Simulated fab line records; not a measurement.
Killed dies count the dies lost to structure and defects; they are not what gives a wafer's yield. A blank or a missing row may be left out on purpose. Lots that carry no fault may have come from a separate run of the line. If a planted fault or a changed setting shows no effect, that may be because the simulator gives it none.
fab line records | flow rit-cmos | part 1 of 2: steps 1 to 28 of 39
record: lots: 5 wafers: 15 last-day: 7
route steps=202 shown PSD@157 NSD@158 PLDD@159 NLDD@160 SILICIDE@161 CONTACT@168 M1@184
lots that met no fault: taken from a fault-free run of the same line
start-h: start of the lot's first displayed wafer, in hours after the record's first day | wait-h: how many hours have passed since the lot's step before this one | " as in the row above | L1.1+2: a single row standing in for several wafers | - no value present, or no start provided | * or withheld: withheld | < > ~ a bound
route shown NAME@n: a module of which the file shows steps, and the number in the route of the first | usual: mean/standard deviation taken from wafers without a fault | same: alike in all rows | chamber/n: place in a boat | sites: the reading at each site | _std_site: their standard deviation | _edge_site: mean of outer sites minus mean of inner sites | radius-mm: for every site, how far away it sits from the centre of the wafer | mask NAME#n: copy n | behind: the most recent tool/chamber to have shaped the wafer | hold: reason for holding the lot/hours on hold/outcome of the hold | device: transistor that didn't switch, given as n, p or np | end of line: tests of these same wafers at the route's end | a step given without rows: its recipe and nothing more | killed: not the wafer's yield, but the dies lost to structure and defects at the first sort | map: shows each die of a wafer: x if killed, . if not, _ if none is there
set.NAME: the run value of the setting; set.NAME@STEP: its run value at that earlier step | model.NAME: the simulator's own value behind a step, which no gauge read
certain route steps with their lots: each step a table, each wafer a row
services: a tool's chamber out of use, with start hour (start-h, from the record's first day; less than 0 if before it), hours out, and reason
== steps ==
step: RIT_SDANNEAL_RS_MEAS_04
recipe: thk-meas-gauge: four-point-probe
usual: PSD_RS: 115.79/0.26
columns lot.wafer tool chamber start-h wait-h PSD_RS[ohm/sq]
L075.3 film-metro-01 - 62.09 0.1 116.10
L075.5 " - " " 115.50
L075.6 " - " " 115.84
L078.2 film-metro-02 - 78.72 0.1 115.98
L078.3 " - " " 115.76
L078.4 " - " " 116.22
L087.1 film-metro-03 - 117.83 0.0 115.91
L087.5 " - " " 115.87
L087.6 " - " " 115.94
L091.3 film-metro-03 - 136.51 0.1 115.88
L091.4 " - " " 115.90
L091.5 " - " " 116.33
L097.2 film-metro-03 - 171.67 0.1 115.63
L097.3 " - " " 116.06
L097.5 " - " " 115.77
step: RIT_SDANNEAL_RS_MEAS_05
recipe: thk-meas-gauge: four-point-probe
usual: NSD_RS: 84.50/0.28
columns lot.wafer tool chamber start-h wait-h NSD_RS[ohm/sq]
L075.3 film-metro-01 - 62.21 0.1 84.72
L075.5 " - " " 85.11
L075.6 " - " " 84.63
L078.2 film-metro-02 - 78.84 0.1 84.39
L078.3 " - " " 83.90
L078.4 " - " " 84.56
L087.1 film-metro-03 - 117.95 0.1 84.66
L087.5 " - " " 84.53
L087.6 " - " " 84.82
L091.3 film-metro-03 - 136.63 0.1 84.57
L091.4 " - " " 84.10
L091.5 " - " " 84.60
L097.2 film-metro-03 - 171.79 0.1 84.26
L097.3 " - " " 84.64
L097.5 " - " " 84.59
step: RIT_SDANNEAL_RS_MEAS_06
recipe: thk-meas-gauge: four-point-probe
usual: PLDD_RS: 178.5/0.51
columns lot.wafer tool chamber start-h wait-h PLDD_RS[ohm/sq]
L075.3 film-metro-01 - 62.33 0.1 178.8
L075.5 " - " " 178.6
L075.6 " - " " 178.4
L078.2 film-metro-02 - 78.96 0.1 178.4
L078.3 " - " " 178.0
L078.4 " - " " 178.8
L087.1 film-metro-03 - 118.07 0.1 179.5
L087.5 " - " " 178.9
L087.6 " - " " 179.0
L091.3 film-metro-03 - 136.75 0.1 177.6
L091.4 " - " " 177.8
L091.5 " - " " 178.8
L097.2 film-metro-03 - 171.91 0.1 178.0
L097.3 " - " " 178.7
L097.5 " - " " 178.8
step: RIT_SDANNEAL_RS_MEAS_07
recipe: thk-meas-gauge: four-point-probe
usual: NLDD_RS: 151.5/0.64
columns lot.wafer tool chamber start-h wait-h NLDD_RS[ohm/sq]
L075.3 film-metro-01 - 62.45 0.1 152.1
L075.5 " - " " 152.0
L075.6 " - " " 152.0
L078.2 film-metro-02 - 79.08 0.1 150.9
L078.3 " - " " 151.2
L078.4 " - " " 151.1
L087.1 film-metro-03 - 118.19 0.1 151.6
L087.5 " - " " 151.8
L087.6 " - " " 152.3
L091.3 film-metro-03 - 136.87 0.1 151.7
L091.4 " - " " 151.7
L091.5 " - " " 151.9
L097.2 film-metro-03 - 172.03 0.1 151.8
L097.3 " - " " 151.0
L097.5 " - " " 151.3
step: RIT_SILICIDE_WET_ETCH_00
recipe: chemistry: BOE target: SiO2 target-depth-nm: 14 time-s: 15 dry: n2-spin dilution: 10:1 temp-c: 21.5
columns lot.wafer tool chamber start-h wait-h
L075.3+5+6 wet-bench-03 3 62.53 0.1
L078.2+3+4 wet-bench-01 0 79.18 0.1
L087.1+5+6 wet-bench-01 0 118.31 0.1
L091.3+4+5 wet-bench-03 0 136.95 0.1
L097.2+3+5 wet-bench-01 2 172.13 0.1
step: RIT_SILICIDE_SPUTTER_01
recipe: material: Ti target-thk-nm: 30 power-w: 350 chamber-pressure-pa: 0.667 gas: Ar time-s: 240 substrate-temp-c: 25
usual: cathode-dc-power-W: 350.01/0.069 throttle-valve-pct: 30.4/0.88
columns lot.wafer tool chamber start-h wait-h cathode-dc-power-W throttle-valve-pct
L075.3 pvd-sputter-04 - 62.54 0.0 349.89 31.6
L075.5 " - " " 349.89 31.6
L075.6 " - " " 349.95 30.1
L078.2 pvd-sputter-02 - 79.19 0.0 350.07 28.7
L078.3 " - " " 349.95 29.8
L078.4 " - " " 350.09 30.7
L087.1 pvd-sputter-04 - 118.33 0.0 350.18 31.2
L087.5 " - " " 350.03 31.1
L087.6 " - " " 349.97 31.6
L091.3 pvd-sputter-04 - 136.96 0.0 349.99 30.4
L091.4 " - " " 349.97 31.3
L091.5 " - " " 349.98 29.8
L097.2 pvd-sputter-04 - 172.16 0.0 349.94 31.3
L097.3 " - " " 349.99 29.9
L097.5 " - " " 349.93 30.2
step: RIT_SILICIDE_RS_MEAS_02
recipe: thk-meas-gauge: four-point-probe reads: Ti_of_SILICIDE_SPUTTER_01
usual: SILICIDE_TI_RS: 48.2/0.64
columns lot.wafer tool chamber start-h wait-h SILICIDE_TI_RS[ohm/sq]
L075.3 film-metro-03 - 62.73 0.1 48.0
L075.5 " - " " 48.3
L075.6 " - " " 49.4
L078.2 film-metro-04 - 79.36 0.1 47.8
L078.3 " - " " 47.9
L078.4 " - " " 48.6
L087.1 film-metro-03 - 118.48 0.1 48.1
L087.5 " - " " 47.8
L087.6 " - " " 48.0
L091.3 film-metro-04 - 137.15 0.1 49.1
L091.4 " - " " 48.9
L091.5 " - " " 50.3
L097.2 film-metro-04 - 172.33 0.1 48.5
L097.3 " - " " 49.0
L097.5 " - " " 48.0
step: RIT_SILICIDE_THK_MEAS_03
recipe: thk-meas-gauge: xrf reads: Ti_of_SILICIDE_SPUTTER_01
usual: SILICIDE_TI_THK: 29.7/0.32
columns lot.wafer tool chamber start-h wait-h SILICIDE_TI_THK[nm]
L075.3 film-metro-03 - 62.83 0.1 29.7
L075.5 " - " " 29.5
L075.6 " - " " 29.0
L078.2 film-metro-04 - 79.47 0.1 30.0
L078.3 " - " " 29.7
L078.4 " - " " 29.5
L087.1 film-metro-03 - 118.60 0.1 29.8
L087.5 " - " " 29.8
L087.6 " - " " 29.8
L091.3 film-metro-04 - 137.25 0.1 29.2
L091.4 " - " " 29.4
L091.5 " - " " 28.7
L097.2 film-metro-04 - 172.44 0.1 29.4
L097.3 " - " " 29.2
L097.5 " - " " 29.7
step: RIT_SILICIDE_RTA_04
recipe: temp-c: 650 time-s: 10 idle-temp-c: 25 ramp-up-s: 5 ramp-down-s: 5 cool-to-c: 25 ambient: N2
usual: wafer_temp_C_max: 652.8/0.77
columns lot.wafer tool chamber start-h wait-h wafer_temp_C_max
L075.3 rtp-anneal-02 0 62.92 0.1 652.4
L075.5 " 0 " " 652.6
L075.6 " 0 " " 653.0
L078.2 rtp-anneal-01 0 79.53 0.1 654.1
L078.3 " 0 " " 653.0
L078.4 " 0 " " 653.1
L087.1 rtp-anneal-02 0 118.66 0.1 653.3
L087.5 " 0 " " 653.2
L087.6 " 0 " " 651.7
L091.3 rtp-anneal-02 0 137.31 0.1 651.9
L091.4 " 0 " " 652.1
L091.5 " 0 " " 652.2
L097.2 rtp-anneal-02 0 172.50 0.1 652.3
L097.3 " 0 " " 652.5
L097.5 " 0 " " 652.1
step: RIT_SILICIDE_WET_ETCH_05
recipe: chemistry: SPM target: Ti temp-c: 90 time-s: 120 dry: n2-spin
columns lot.wafer tool chamber start-h wait-h
L075.3+5+6 wet-bench-04 2 63.01 0.1
L078.2+3+4 wet-bench-04 0 79.59 0.0
L087.1+5+6 wet-bench-03 3 118.72 0.1
L091.3+4+5 wet-bench-03 0 137.35 0.0
L097.2+3+5 wet-bench-03 1 172.55 0.0
step: RIT_SILICIDE_RTA_06
recipe: temp-c: 750 time-s: 10 idle-temp-c: 25 ramp-up-s: 5 ramp-down-s: 10 cool-to-c: 25 ambient: N2
usual: wafer_temp_C_max: 752.9/0.79
columns lot.wafer tool chamber start-h wait-h wafer_temp_C_max
L075.3 rtp-anneal-01 0 63.07 0.0 754.0
L075.5 " 0 " " 753.0
L075.6 " 0 " " 753.4
L078.2 rtp-anneal-02 0 79.64 0.0 751.4
L078.3 " 0 " " 752.6
L078.4 " 0 " " 752.2
L087.1 rtp-anneal-01 0 118.82 0.0 754.0
L087.5 " 0 " " 752.5
L087.6 " 0 " " 752.9
L091.3 rtp-anneal-01 0 137.42 0.0 752.8
L091.4 " 0 " " 753.6
L091.5 " 0 " " 753.6
L097.2 rtp-anneal-01 0 172.65 0.0 752.9
L097.3 " 0 " " 753.0
L097.5 " 0 " " 754.3
step: RIT_CONTACT_CVD_00
recipe: material: SiO2 target-thk-nm: 400 precursor: TEOS temp-c: 390 time-s: 61 rf-w: 400
usual: heater-power-w: 313/55
columns lot.wafer tool chamber start-h wait-h heater-power-w
L075.3 pecvd-02 2 63.11 0.0 280
L075.5 " 1 " " 292
L075.6 " 0 " " 422
L078.2 pecvd-02 1 79.70 0.0 283
L078.3 " 2 " " 254
L078.4 " 1 " " 296
L087.1 pecvd-02 0 118.88 0.1 351
L087.5 " 2 " " 298
L087.6 " 0 " " 377
L091.3 pecvd-03 1 137.46 0.0 238
L091.4 " 2 " " 303
L091.5 " 0 " " 341
L097.2 pecvd-03 1 172.70 0.0 267
L097.3 " 0 " " 373
L097.5 " 1 " " 270
step: RIT_CONTACT_THK_MEAS_01
recipe: reads: SiO2_of_CONTACT_CVD_00
usual: CONTACT_TEOS_THK: 402/5.1
columns lot.wafer tool chamber start-h wait-h CONTACT_TEOS_THK[nm]
L075.3 film-metro-02 - 63.18 0.0 397
L075.5 " - " " 406
L075.6 " - " " 410
L078.2 film-metro-01 - 79.76 0.0 396
L078.3 " - " " 400
L078.4 " - " " 405
L087.1 film-metro-04 - 118.93 0.0 406
L087.5 " - " " 403
L087.6 " - " " 409
L091.3 film-metro-02 - 137.53 0.0 392
L091.4 " - " " 405
L091.5 " - " " 410
L097.2 film-metro-02 - 172.76 0.0 399
L097.3 " - " " 401
L097.5 " - " " 405
step: RIT_CONTACT_HMDS_02
recipe: prime-time-s: 60 prime-temp-c: 140
usual: prime-temp-c: 140.01/0.15
columns lot.wafer tool chamber start-h wait-h prime-temp-c
L075.3 litho-track-01 0 63.29 0.1 139.92
L075.5 " 0 " " 139.73
L075.6 " 0 " " 139.93
L078.2 litho-track-01 0 79.83 0.1 139.99
L078.3 " 0 " " 140.11
L078.4 " 0 " " 139.94
L087.1 litho-track-03 0 118.99 0.1 139.91
L087.5 " 0 " " 140.01
L087.6 " 0 " " 139.92
L091.3 litho-track-03 0 137.62 0.1 139.95
L091.4 " 0 " " 139.96
L091.5 " 0 " " 139.87
L097.2 litho-track-03 0 172.96 0.2 139.78
L097.3 " 0 " " 139.88
L097.5 " 0 " " 139.80
step: RIT_CONTACT_COAT_03
recipe: resist: NOVOLAK spin-rpm: 3250 resist-thk-nm: 1000
usual: dispense-pressure-kPa: 50/5.1 spin-speed-rpm: 3250.3/2.6
columns lot.wafer tool chamber start-h wait-h dispense-pressure-kPa spin-speed-rpm
L075.3 litho-track-01 0 63.44 0.1 57 3248.2
L075.5 " 0 " " 57 3248.8
L075.6 " 0 " " 57 3250.7
L078.2 litho-track-01 0 79.98 0.1 57 3252.5
L078.3 " 0 " " 57 3249.5
L078.4 " 0 " " 57 3254.9
L087.1 litho-track-03 0 119.14 0.1 50 3250.4
L087.5 " 0 " " 50 3247.1
L087.6 " 0 " " 50 3245.8
L091.3 litho-track-03 0 137.77 0.1 50 3251.3
L091.4 " 0 " " 50 3249.6
L091.5 " 0 " " 50 3250.3
L097.2 litho-track-03 0 173.11 0.1 50 3251.6
L097.3 " 0 " " 50 3250.4
L097.5 " 0 " " 50 3250.6
step: RIT_CONTACT_SOFTBAKE_04
recipe: resist: NOVOLAK temp-c: 90 time-s: 60
usual: heater-power-total-W: 34.56/0.049
columns lot.wafer tool chamber start-h wait-h heater-power-total-W
L075.3 litho-track-01 0 63.59 0.1 34.61
L075.5 " 0 " " 34.59
L075.6 " 0 " " 34.57
L078.2 litho-track-01 0 80.13 0.1 34.61
L078.3 " 0 " " 34.51
L078.4 " 0 " " 34.51
L087.1 litho-track-03 0 119.29 0.1 34.61
L087.5 " 0 " " 34.50
L087.6 " 0 " " 34.62
L091.3 litho-track-03 0 137.92 0.1 34.57
L091.4 " 0 " " 34.58
L091.5 " 0 " " 34.55
L097.2 litho-track-03 0 173.26 0.1 34.50
L097.3 " 0 " " 34.54
L097.5 " 0 " " 34.62
step: RIT_CONTACT_EXPOSE_05
recipe: mask-id: M11 na: 0.6 source-shape: conventional sigma-outer: 0.5 target-cd-nm: 1000 dose-mj: 250
columns lot.wafer tool chamber start-h wait-h mask
L075.3+5+6 iline-stepper-02 0 63.85 0.2 M11#0
L078.2+3+4 iline-stepper-01 0 80.28 0.1 M11#0
L087.1+5+6 iline-stepper-02 0 119.57 0.2 M11#0
L091.3+4+5 iline-stepper-02 0 138.19 0.2 M11#0
L097.2+3+5 iline-stepper-02 0 173.53 0.2 M11#0
step: RIT_CONTACT_PEB_06
recipe: resist: NOVOLAK temp-c: withheld time-s: withheld
columns lot.wafer tool chamber start-h wait-h
L075.3+5+6 litho-track-04 0 63.98 0.1
L078.2+3+4 litho-track-03 0 80.40 0.1
L087.1+5+6 litho-track-03 0 119.68 0.1
L091.3+4+5 litho-track-01 0 138.32 0.1
L097.2+3+5 litho-track-03 0 173.65 0.1
step: RIT_CONTACT_DEVELOP_07
recipe: resist: NOVOLAK develop-time-s: 120 dev-temp-c: 23
columns lot.wafer tool chamber start-h wait-h
L075.3+5+6 litho-track-04 0 - -
L078.2+3+4 litho-track-03 0 - -
L087.1+5+6 litho-track-03 0 - -
L091.3+4+5 litho-track-01 0 - -
L097.2+3+5 litho-track-03 0 - -
step: RIT_CONTACT_CD_MEAS_08
recipe: target-cd-nm: 1000
usual: cd-nm: 999.8/2.1
columns lot.wafer tool chamber start-h wait-h cd-nm
L075.3 cd-sem-01 - 64.37 - 1001.0
L075.5 " - " " 998.4
L075.6 " - " " 999.9
L078.2 cd-sem-02 - 80.80 - 997.6
L078.3 " - " " 995.7
L078.4 " - " " 1000.9
L087.1 cd-sem-02 - 120.08 - 999.3
L087.5 " - " " 1002.6
L087.6 " - " " 1002.1
L091.3 cd-sem-01 - 138.71 - 1002.6
L091.4 " - " " 1002.4
L091.5 " - " " 1002.8
L097.2 cd-sem-02 - 174.05 - 999.5
L097.3 " - " " 1001.9
L097.5 " - " " 999.6
step: RIT_CONTACT_OVL_MEAS_09
usual: CONTACT_OVL: 0.6/1.3
columns lot.wafer tool chamber start-h wait-h CONTACT_OVL[nm]
L075.3 overlay-02 - 64.46 0.1 1.0
L075.5 " - " " 1.0
L075.6 " - " " 2.0
L078.2 overlay-02 - 80.90 0.1 0.6
L078.3 " - " " -0.8
L078.4 " - " " 0.8
L087.1 overlay-01 - 120.20 0.1 -1.5
L087.5 " - " " 0.6
L087.6 " - " " 0.2
L091.3 overlay-01 - 138.80 0.1 0.9
L091.4 " - " " 1.0
L091.5 " - " " 1.2
L097.2 overlay-02 - 174.15 0.1 -0.4
L097.3 " - " " -1.1
L097.5 " - " " 1.3
step: RIT_CONTACT_HARDBAKE_10
recipe: resist: NOVOLAK temp-c: 140 time-s: 60
usual: heater-power-total-W: 62.54/0.041
columns lot.wafer tool chamber start-h wait-h heater-power-total-W
L075.3 litho-track-04 0 64.83 0.4 62.45
L075.5 " 0 " " 62.49
L075.6 " 0 " " 62.51
L078.2 litho-track-03 0 80.96 0.0 62.54
L078.3 " 0 " " 62.58
L078.4 " 0 " " 62.58
L087.1 litho-track-01 0 120.24 0.0 62.56
L087.5 " 0 " " 62.55
L087.6 " 0 " " 62.51
L091.3 litho-track-04 0 138.87 0.1 62.59
L091.4 " 0 " " 62.59
L091.5 " 0 " " 62.51
L097.2 litho-track-04 0 174.21 0.0 62.54
L097.3 " 0 " " 62.59
L097.5 " 0 " " 62.50
step: RIT_CONTACT_ETCH_11
recipe: target-depth-a: 4800 over-etch-frac: 0.2 stop-on: TiSi2 chemistry: CHF3/CF4/Ar target: SiO2 CHF3_flow_sccm: 50 cf4-flow-sccm: 10 Ar_flow_sccm: 100 O2_flow_sccm: 5 pressure-mtorr: 100 rf-w: 200 time-s: 320
usual: drypump-motor-current-A: 5.7/0.48 oes-product-au: 0.989/0.015 throttle-valve-pct: 8.80/0.1
columns lot.wafer tool chamber start-h wait-h drypump-motor-current-A oes-product-au rf-hours-counter-h throttle-valve-pct
L075.3 rie-diel-02 0 64.93 0.1 5.1 0.984 135 8.81
L075.5 " 2 " " 6.4 1.013 - 8.81
L075.6 " 3 " " 6.5 0.985 - 8.86
L078.2 rie-diel-03 2 81.08 0.1 4.9 0.979 7 8.73
L078.3 " 3 " " 5.8 0.982 127 8.74
L078.4 " 1 " " 5.5 0.992 33 8.95
L087.1 rie-diel-04 3 120.39 0.1 5.7 0.965 7 8.59
L087.5 " 3 " " 5.6 0.974 - 8.61
L087.6 " 0 " " 5.5 0.995 - 8.98
L091.3 rie-diel-03 1 138.97 0.1 5.5 0.993 34 8.93
L091.4 " 1 " " 5.5 0.988 - 8.96
L091.5 " 0 " " 5.6 1.005 - 8.63
L097.2 rie-diel-02 1 174.33 0.1 5.7 1.001 6 8.81
L097.3 " 2 " " 6.4 1.023 114 8.82
L097.5 " 3 " " 6.5 0.987 - 8.85
step: RIT_CONTACT_STRIP_12
recipe: chemistry: O2 time-s: 180 resist: NOVOLAK platen-temp-c: withheld power-w: 500 pressure-mtorr: 4000 o2-flow-sccm: 4000
usual: drypump-motor-current-A: 5.5/0.41 o2-flow-sccm: 4001/11
columns lot.wafer tool chamber start-h wait-h drypump-motor-current-A o2-flow-sccm rf-hours-counter-h
L075.3 plasma-asher-04 1 65.18 0.2 6.1 3991 -
L075.5 " 0 " " 5.3 4004 -
L075.6 " 1 " " 6.1 3976 -
L078.2 plasma-asher-02 1 81.28 0.1 5.1 3996 30
L078.3 " 1 " " 5.1 3998 -
L078.4 " 0 " " 5.2 4007 -
L087.1 plasma-asher-04 1 120.58 0.1 6.1 4000 48
L087.5 " 0 " " 5.3 4004 -
L087.6 " 1 " " 6.1 3975 -
L091.3 plasma-asher-04 0 139.22 0.2 5.3 3990 -
L091.4 " 1 " " 6.1 4005 -
L091.5 " 1 " " 6.1 4006 -
L097.2 plasma-asher-04 1 174.53 0.1 6.1 3998 53
L097.3 " 1 " " 6.1 3986 -
L097.5 " 1 " " 6.1 3986 -
step: RIT_CONTACT_CD_MEAS_90
recipe: target-cd-nm: 1000
usual: cd-nm: 999.8/2.1
columns lot.wafer tool chamber start-h wait-h cd-nm
L075.3 cd-sem-01 - 65.34 0.1 1000.4
L075.5 " - " " 999.4
L075.6 " - " " 999.5
L078.2 cd-sem-02 - 81.47 0.1 997.8
L078.3 " - " " 995.7
L078.4 " - " " 1000.5
L087.1 cd-sem-02 - 120.76 0.1 999.1
L087.5 " - " " 1002.6
L087.6 " - " " 1001.3
L091.3 cd-sem-02 - 139.38 0.1 1002.1
L091.4 " - " " 1002.1
L091.5 " - " " 1002.6
L097.2 cd-sem-01 - 174.72 0.1 999.8
L097.3 " - " " 1002.9
L097.5 " - " " 999.2
step: RIT_CONTACT_CLEAN_13
recipe: chemistry: SC1 mix: 3:3:50 time-s: 600 temp-c: 75
columns lot.wafer tool chamber start-h wait-h
L075.3+5+6 wet-bench-01 1 65.42 0.1
L078.2+3+4 wet-bench-03 2 81.57 0.1
L087.1+5+6 wet-bench-01 1 120.88 0.1
L091.3+4+5 wet-bench-01 1 139.46 0.1
L097.2+3+5 wet-bench-03 3 174.82 0.1
step: RIT_CONTACT_CLEAN_14
recipe: chemistry: SC2 mix: 3:3:50 time-s: 600 temp-c: 75 dry: n2-spin
columns lot.wafer tool chamber start-h wait-h
L075.3+5+6 wet-bench-01 3 65.60 0.0
L078.2+3+4 wet-bench-02 0 81.75 0.0
L087.1+5+6 wet-bench-02 1 121.05 0.0
L091.3+4+5 wet-bench-02 3 139.65 0.0
L097.2+3+5 wet-bench-02 3 175.17 0.0
step: RIT_M1_SPUTTER_00
recipe: material: Al target-thk-nm: 400 power-w: 2000 chamber-pressure-pa: 0.4 gas: Ar time-s: 500 substrate-temp-c: 25
usual: cathode-dc-power-W: 2000.1/0.4 throttle-valve-pct: 29.8/0.95
columns lot.wafer tool chamber start-h wait-h cathode-dc-power-W throttle-valve-pct
L075.3 pvd-sputter-01 - 65.77 0.0 2000.1 30.5
L075.5 " - " " 2000.4 30.1
L075.6 " - " " 2000.0 30.7
L078.2 pvd-sputter-03 - 81.94 0.0 1999.6 31.0
L078.3 " - " " 2000.2 27.9
L078.4 " - " " 1999.8 29.3
L087.1 pvd-sputter-01 - 121.23 0.0 2000.3 29.0
L087.5 " - " " 1999.5 29.1
L087.6 " - " " 2000.1 30.3
L091.3 pvd-sputter-01 - 139.83 0.0 1999.6 29.5
L091.4 " - " " 2000.3 30.6
L091.5 " - " " 1999.9 30.7
L097.2 pvd-sputter-02 - 175.35 0.0 2000.0 28.8
L097.3 " - " " 1999.8 29.5
L097.5 " - " " 2000.0 29.7
